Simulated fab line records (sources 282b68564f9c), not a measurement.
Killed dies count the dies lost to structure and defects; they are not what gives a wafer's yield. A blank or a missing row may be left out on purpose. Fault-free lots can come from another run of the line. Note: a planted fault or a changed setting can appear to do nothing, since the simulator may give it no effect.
fab line records	flow rit_cmos
record lots=15	wafers=45	last_day=8
route steps=202 shown ACTIVE@15 GATE@95 CONTACT@182 M1@202
lots untouched by any fault: they come from a run of this same line in which no faults occurred
start_h: hours from the record's opening day to when the first of the lot's shown wafers began	wait_h: hours from the lot's prior step to this one	" as in the row above	L1.1+2: a single row standing in for several wafers	- no value, or no start given	* or withheld: withheld	< > ~ a bound
route shown NAME@n: names a module that has steps shown in the file, with the first one's number in the route	usual: mean/standard deviation taken from wafers without a fault	same: alike in all rows	chamber/n: place in a boat	sites: the reading at each site	_std_site: the values' standard deviation	_edge_site: outer sites' mean less inner sites'	radius_mm: how far each site lies from the wafer's centre	mask NAME#n: copy n	behind: the tool/chamber that last shaped the wafer	hold: reason for holding the lot/hours on hold/outcome of the hold	device: the n, p or np transistor that did not switch	end of line: tests run on the same wafers once the route is complete	step lacking rows: just its recipe	killed: the dies lost at the first sort to structure and to defects; this is not the yield of the wafer	map: per-die view of a wafer (x killed, . not killed, _ where there is no die)
set.NAME: the run value of the setting; set.NAME@STEP: its run value at that earlier step	model.NAME: the simulator's own value behind a step, which no gauge read
the route's steps for a sample of lots (tables are steps, rows are wafers)
services: from which hour (start_h, from the record's first day; less than 0 if before it) a tool's chamber was out of use, for how many hours, and why
## steps
# step RIT_ACTIVE_STRIP_14
# recipe chemistry=O2	time_s=180	resist=NOVOLAK	platen_temp_c=withheld	power_w=500	pressure_mtorr=4000	o2_flow_sccm=4000
# usual drypump_motor_current_A=5.5/0.39	o2_flow_sccm=3998/12
lot.wafer	tool	chamber	start_h	wait_h	drypump_motor_current_A	o2_flow_sccm	rf_hours_counter_h
L889.1	plasma_asher-04	1	14.94	0.1	5.2	3999	32
L889.4	"	0	"	"	5.3	3985	-
L889.5	"	0	"	"	5.3	3992	-
L891.2	plasma_asher-01	0	25.89	0.1	5.8	3969	40
L891.3	"	1	"	"	5.5	3997	-
L891.4	"	0	"	"	5.8	3979	-
L892.4	plasma_asher-01	1	30.02	0.1	5.5	3992	-
L892.5	"	0	"	"	5.8	3979	-
L892.6	"	1	"	"	5.5	4004	-
L893.1	plasma_asher-03	1	35.64	0.1	6.4	4000	25
L893.3	"	0	"	"	6.0	3988	-
L893.6	"	1	"	"	6.4	4014	-
L894.3	plasma_asher-04	1	40.41	0.1	5.1	3991	-
L894.4	"	0	"	"	5.3	4002	-
L894.5	"	1	"	"	5.2	3998	-
L895.3	plasma_asher-04	0	46.84	0.1	5.3	3993	-
L895.4	"	1	"	"	5.2	3998	-
L895.6	"	1	"	"	5.2	3995	-
L904.1	plasma_asher-04	1	90.84	0.1	5.2	3993	41
L904.3	"	1	"	"	5.1	3988	-
L904.5	"	1	"	"	5.1	3994	-
L905.1	plasma_asher-04	0	99.18	0.1	5.3	3997	42
L905.2	"	1	"	"	5.1	4003	42
L905.4	"	0	"	"	5.4	3986	-
L906.1	plasma_asher-04	1	103.25	0.1	5.2	3993	43
L906.3	"	1	"	"	5.2	3993	-
L906.5	"	1	"	"	5.2	3980	-
L907.3	plasma_asher-01	1	107.88	0.1	5.5	3985	-
L907.5	"	0	"	"	5.8	3993	-
L907.6	"	1	"	"	5.5	3990	-
L908.4	plasma_asher-03	0	114.32	0.1	6.0	3998	-
L908.5	"	0	"	"	6.0	4015	-
L908.6	"	1	"	"	6.4	4007	-
L909.2	plasma_asher-03	0	120.64	0.1	6.0	3981	29
L909.5	"	1	"	"	6.4	4002	-
L909.6	"	0	"	"	6.1	3999	-
L910.2	plasma_asher-01	0	120.88	0.1	5.8	4016	0
L910.4	"	1	"	"	5.5	3987	-
L910.6	"	0	"	"	5.8	4022	-
L911.4	plasma_asher-04	0	130.07	0.1	5.3	3998	-
L911.5	"	1	"	"	5.2	3990	-
L911.6	"	0	"	"	5.2	3980	-
L912.1	plasma_asher-03	1	130.28	0.1	6.4	4018	30
L912.4	"	0	"	"	6.0	3991	-
L912.6	"	1	"	"	6.4	4010	-
# step RIT_GATE_ETCH_19
# recipe chemistry=SF6/CHF3/O2	time_s=165	SF6_flow_sccm=30	CHF3_flow_sccm=30	O2_flow_sccm=5	target=poly-Si	pressure_mtorr=40	rf_w=160	target_depth_a=3125	over_etch_frac=0.25	stop_on=SiO2
# usual drypump_motor_current_A=5.87/0.26	oes_product_au=0.848/0.015	throttle_valve_pct=10.25/0.14
lot.wafer	tool	chamber	start_h	wait_h	drypump_motor_current_A	oes_product_au	rf_hours_counter_h	throttle_valve_pct
L889.1	rie_si-02	1	38.92	0.1	5.89	0.853	82	10.52
L889.4	"	2	"	"	5.45	0.853	-	10.28
L889.5	"	1	"	"	5.92	0.851	-	10.51
L891.2	rie_si-02	2	52.09	0.1	5.44	0.855	20	10.28
L891.3	"	3	"	"	6.05	0.842	0	10.09
L891.4	"	1	"	"	5.91	0.863	82	10.52
L892.4	rie_si-01	2	53.97	0.1	5.92	0.856	59	10.19
L892.5	"	3	"	"	5.94	0.861	-	10.26
L892.6	"	0	"	"	5.44	0.854	-	10.15
L893.1	rie_si-02	1	58.40	0.1	5.89	0.859	82	10.51
L893.3	"	0	"	"	6.15	0.859	7	10.43
L893.6	"	3	"	"	5.99	0.839	-	10.09
L894.3	rie_si-01	1	66.89	0.1	6.08	0.834	14	10.12
L894.4	"	3	"	"	5.94	0.869	-	10.25
L894.5	"	1	"	"	6.05	0.834	-	10.09
L895.3	rie_si-02	2	69.00	0.1	5.43	0.868	20	10.26
L895.4	"	3	"	"	6.01	0.839	0	10.10
L895.6	"	1	"	"	5.92	0.855	-	10.53
L904.1	rie_si-02	2	127.86	0.1	5.45	0.871	20	10.26
L904.3	"	3	"	"	6.08	0.841	1	10.08
L904.5	"	3	"	"	6.05	0.840	-	10.09
L905.1	rie_si-02	3	132.21	0.1	6.03	0.832	1	10.07
L905.2	"	2	"	"	5.45	0.859	20	10.27
L905.4	"	0	"	"	6.16	0.851	7	10.45
L906.1	rie_si-01	2	132.49	0.1	5.89	0.852	60	10.18
L906.3	"	1	"	"	6.01	0.835	15	10.11
L906.5	"	1	"	"	6.09	0.832	-	10.11
L907.3	rie_si-02	3	141.93	0.1	6.01	0.851	1	10.10
L907.5	"	0	"	"	6.17	0.865	-	10.44
L907.6	"	1	"	"	5.89	0.861	-	10.51
L909.2	rie_si-01	3	150.16	0.1	5.95	0.874	106	10.26
L909.5	"	2	"	"	5.90	0.858	-	10.18
L909.6	"	1	"	"	6.06	0.843	-	10.11
L910.2	rie_si-02	1	150.41	0.1	5.90	0.857	83	10.51
L910.4	"	0	"	"	6.12	0.857	7	10.43
L910.6	"	3	"	"	6.06	0.838	-	10.09
L908.4	rie_si-01	2	150.56	0.1	5.88	0.855	60	10.18
L908.5	"	0	"	"	5.42	0.821	-	10.18
L908.6	"	1	"	"	6.08	0.842	-	10.09
L912.1	rie_si-02	1	156.80	0.1	5.95	0.845	83	10.52
L912.4	"	2	"	"	5.45	0.871	21	10.28
L912.6	"	2	"	"	5.44	0.863	-	10.27
L911.4	rie_si-01	1	156.95	0.1	6.06	0.827	15	10.10
L911.5	"	2	"	"	5.91	0.851	-	10.18
L911.6	"	1	"	"	6.06	0.835	-	10.11
# step RIT_GATE_STRIP_20
# recipe chemistry=O2	time_s=180	resist=NOVOLAK	platen_temp_c=withheld	power_w=500	pressure_mtorr=4000	o2_flow_sccm=4000
# usual drypump_motor_current_A=6.1/0.38	o2_flow_sccm=4002/12
lot.wafer	tool	chamber	start_h	wait_h	drypump_motor_current_A	o2_flow_sccm	rf_hours_counter_h
L889.1	plasma_asher-03	0	39.03	0.1	6.0	4013	26
L889.4	"	1	"	"	6.4	4003	-
L889.5	"	1	"	"	6.4	4010	-
L891.2	plasma_asher-02	1	52.19	0.1	6.3	4014	42
L891.3	"	0	"	"	6.6	4022	-
L891.4	"	1	"	"	6.3	4007	-
L892.4	plasma_asher-02	1	54.13	0.1	6.3	4003	-
L892.5	"	1	"	"	6.3	4011	-
L892.6	"	0	"	"	6.6	3982	-
L893.1	plasma_asher-01	1	58.51	0.1	5.5	3995	43
L893.3	"	1	"	"	5.5	4009	-
L893.6	"	0	"	"	5.9	3998	-
L894.3	plasma_asher-01	0	67.06	0.1	5.8	3991	-
L894.4	"	1	"	"	5.5	3995	-
L894.5	"	1	"	"	5.5	4000	-
L895.3	plasma_asher-02	0	69.16	0.1	6.6	4029	-
L895.4	"	1	"	"	6.3	3991	-
L895.6	"	1	"	"	6.3	3994	-
L904.1	plasma_asher-01	1	127.97	0.1	5.5	3993	1
L904.3	"	0	"	"	5.8	4001	-
L904.5	"	0	"	"	5.8	3980	-
L905.1	plasma_asher-01	1	132.32	0.1	5.5	4012	1
L905.2	"	0	"	"	5.8	3989	1
L905.4	"	1	"	"	5.5	4029	-
L906.1	plasma_asher-03	1	132.60	0.1	6.4	3990	30
L906.3	"	0	"	"	6.1	4007	-
L906.5	"	0	"	"	6.0	4017	-
L907.3	plasma_asher-02	0	142.10	0.1	6.6	4013	-
L907.5	"	0	"	"	6.6	3981	-
L907.6	"	1	"	"	6.3	4009	-
L909.2	plasma_asher-02	1	150.27	0.1	6.3	3994	52
L909.5	"	1	"	"	6.3	3997	-
L909.6	"	0	"	"	6.6	4002	-
L910.2	plasma_asher-03	0	150.51	0.1	6.0	3978	33
L910.4	"	1	"	"	6.4	3994	-
L910.6	"	0	"	"	6.0	3997	-
L908.4	plasma_asher-01	1	150.73	0.1	5.5	3971	-
L908.5	"	1	"	"	5.5	3996	-
L908.6	"	0	"	"	5.8	3985	-
L912.1	plasma_asher-03	0	156.91	0.1	6.1	4006	33
L912.4	"	0	"	"	6.0	4004	-
L912.6	"	0	"	"	6.0	4011	-
L911.4	plasma_asher-02	1	157.12	0.1	6.4	4010	-
L911.5	"	1	"	"	6.3	3985	-
L911.6	"	0	"	"	6.6	4001	-
# step RIT_CONTACT_CLEAN_13
# recipe chemistry=SC1	mix=3:3:50	time_s=600	temp_c=75
# usual bath_guard_temp_C=75.1/0.5	bath_heat_duty_pct=15.1/1.5
lot.wafer	tool	chamber	start_h	wait_h	bath_guard_temp_C	bath_heat_duty_pct
L889.1	wet_bench-03	3	55.50	0.2	75.9	17.0
L889.4	"	3	"	"	75.8	16.4
L889.5	"	3	"	"	75.9	17.6
L891.2	wet_bench-04	2	68.03	0.1	75.6	15.1
L891.3	"	2	"	"	75.2	14.1
L891.4	"	2	"	"	75.4	13.8
L892.4	wet_bench-03	1	70.36	0.0	74.6	13.1
L892.5	"	1	"	"	74.4	14.5
L892.6	"	1	"	"	74.2	15.8
L893.1	wet_bench-01	3	75.02	0.1	-	-
L893.3	"	3	"	"	-	-
L893.6	"	3	"	"	-	-
L894.3	wet_bench-04	3	81.89	0.1	-	-
L894.4	"	3	"	"	-	-
L894.5	"	3	"	"	-	-
L895.3	wet_bench-03	2	85.69	0.1	-	-
L895.4	"	2	"	"	-	-
L895.6	"	2	"	"	-	-
L904.1	wet_bench-01	1	144.27	0.1	74.4	12.9
L904.3	"	1	"	"	75.1	13.9
L904.5	"	1	"	"	74.9	15.1
L905.1	wet_bench-04	0	149.89	0.1	74.5	17.6
L905.2	"	0	"	"	74.4	16.2
L905.4	"	0	"	"	74.4	16.3
L906.1	wet_bench-03	2	150.04	0.1	74.7	15.3
L906.3	"	2	"	"	74.3	16.3
L906.5	"	2	"	"	74.0	16.7
L907.3	wet_bench-04	3	160.68	0.1	75.4	14.8
L907.5	"	3	"	"	75.7	15.8
L907.6	"	3	"	"	75.7	15.3
L908.4	wet_bench-04	1	167.39	0.0	75.1	15.3
L908.5	"	1	"	"	74.7	15.4
L908.6	"	1	"	"	75.0	16.4
L909.2	wet_bench-03	0	167.63	0.1	75.3	14.1
L909.5	"	0	"	"	75.2	13.6
L909.6	"	0	"	"	75.2	14.2
L910.2	wet_bench-01	2	169.24	0.1	75.3	15.3
L910.4	"	2	"	"	75.7	15.4
L910.6	"	2	"	"	75.3	15.0
L912.1	wet_bench-01	1	172.91	0.1	74.4	13.2
L912.4	"	1	"	"	74.5	13.7
L912.6	"	1	"	"	74.3	11.4
L911.4	wet_bench-04	2	175.10	0.0	75.5	15.4
L911.5	"	2	"	"	76.1	13.1
L911.6	"	2	"	"	75.2	14.0
# step RIT_M1_PROBE_99
# usual killed_at_M0_to_M3=0.0/0.12	killed_at_contacts=0.1/0.23	killed_at_front_end=6.6/2.9	killed_dies=6.7/3	killed_open=3.5/2.1	killed_short=3.2/1.8
# same gross_dies=264	killed_at_M4_up=0	killed_at_back_side=0	killed_at_other=0
lot.wafer	tool	chamber	start_h	wait_h	killed_at_M0_to_M3	killed_at_contacts	killed_at_front_end	killed_dies	killed_open	killed_short
L891.2	prober-02	-	72.61	0.1	0	0	1	1	0	1
L891.3	prober-02	-	72.66	0.2	0	0	8	8	4	4
L891.4	prober-02	-	72.71	0.2	0	0	4	4	2	2
L904.1	prober-02	-	148.68	0.1	0	0	0	0	0	0
L904.3	prober-02	-	148.78	0.2	0	0	4	4	1	3
L904.5	prober-02	-	148.88	0.2	0	0	3	3	2	1
L905.1	prober-02	-	154.27	0.1	0	0	6	6	5	1
L905.2	prober-02	-	154.32	0.1	0	0	8	8	6	2
L905.4	prober-02	-	154.42	0.2	0	0	1	1	0	1
# killed by level:class
L891.2 FOX1:geometric_particle:short=1
L891.3 SPACER:geometric_particle:open=3 GATE:geometric_particle:short=2 FOX2:geometric_particle:short=1 FOX2:geometric_particle:open=1 SPACER:geometric_particle:short=1
L891.4 FOX2:geometric_particle:open=1 FOX2:geometric_particle:short=1 GATE:geometric_particle:open=1 SPACER:geometric_particle:short=1
L904.1
L904.3 GATE:geometric_particle:short=2 FOX1:geometric_particle:short=1 FOX2:geometric_particle:open=1
L904.5 GATE:geometric_particle:short=1 GATE:geometric_particle:open=1 SILICIDE:geometric_particle:open=1
L905.1 GATE:geometric_particle:open=3 FOX1:geometric_particle:open=1 FOX2:geometric_particle:open=1 SILICIDE:geometric_particle:short=1
L905.2 SILICIDE:geometric_particle:open=3 FOX1:geometric_particle:open=1 FOX1:geometric_particle:short=1 GATE:geometric_particle:open=1 GATE:geometric_particle:short=1 REOX:geometric_particle:open=1
L905.4 GATE:geometric_particle:short=1
## services
tool	chamber	start_h	hours	kind
rie_si-02	0	-7.44	8.7	repair
rie_si-02	3	22.28	-	clean
rie_si-02	3	22.28	14.6	scheduled_down
rie_si-02	3	22.28	14.6	vent_cycle
rie_si-02	3	38.32	1.2	repair
plasma_asher-02	-	39.68	0.8	repair
plasma_asher-03	-	42.53	45.4	repair
rie_si-01	0	55.52	10.2	repair
rie_si-01	0	65.69	-	clean
rie_si-01	0	65.69	14.4	scheduled_down
rie_si-01	0	65.69	14.4	vent_cycle
rie_si-02	1	102.89	7.9	repair
plasma_asher-01	-	108.75	9.0	pm
plasma_asher-01	0	108.75	9.0	vent_cycle
plasma_asher-01	1	108.75	9.0	vent_cycle
plasma_asher-02	-	111.76	0.5	repair
plasma_asher-01	0	117.75	-	clean
plasma_asher-01	1	117.75	-	clean
plasma_asher-02	-	127.91	2.8	pm
rie_si-01	-	156.02	0.3	repair
## key
first_sign step=RIT_CONTACT_CLEAN_13	reading=tool_record	direction=missing
effect none on later readings
met_at RIT_CONTACT_CLEAN_13
struck_lots L893,L894,L895
tester_left_out L893,L894,L895
not_acting_at RIT_ACTIVE_STRIP_14,RIT_GATE_ETCH_19,RIT_GATE_STRIP_20
onset_between 70.36 75.02
fault kind=skipped_step_whole	tool=wet_bench-01,wet_bench-03,wet_bench-04	chamber=-	onset_h=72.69	steps=RIT_CONTACT_CLEAN_13	scope=struck_lots_only
# tester_left_out: of these lots the tester's yield and bins aren't shown, on N5 and GAA mostly nor the transistor test; their killed dies are dies lost to structure and defects alone, not to doping, threshold or leakage, so they don't give the yield
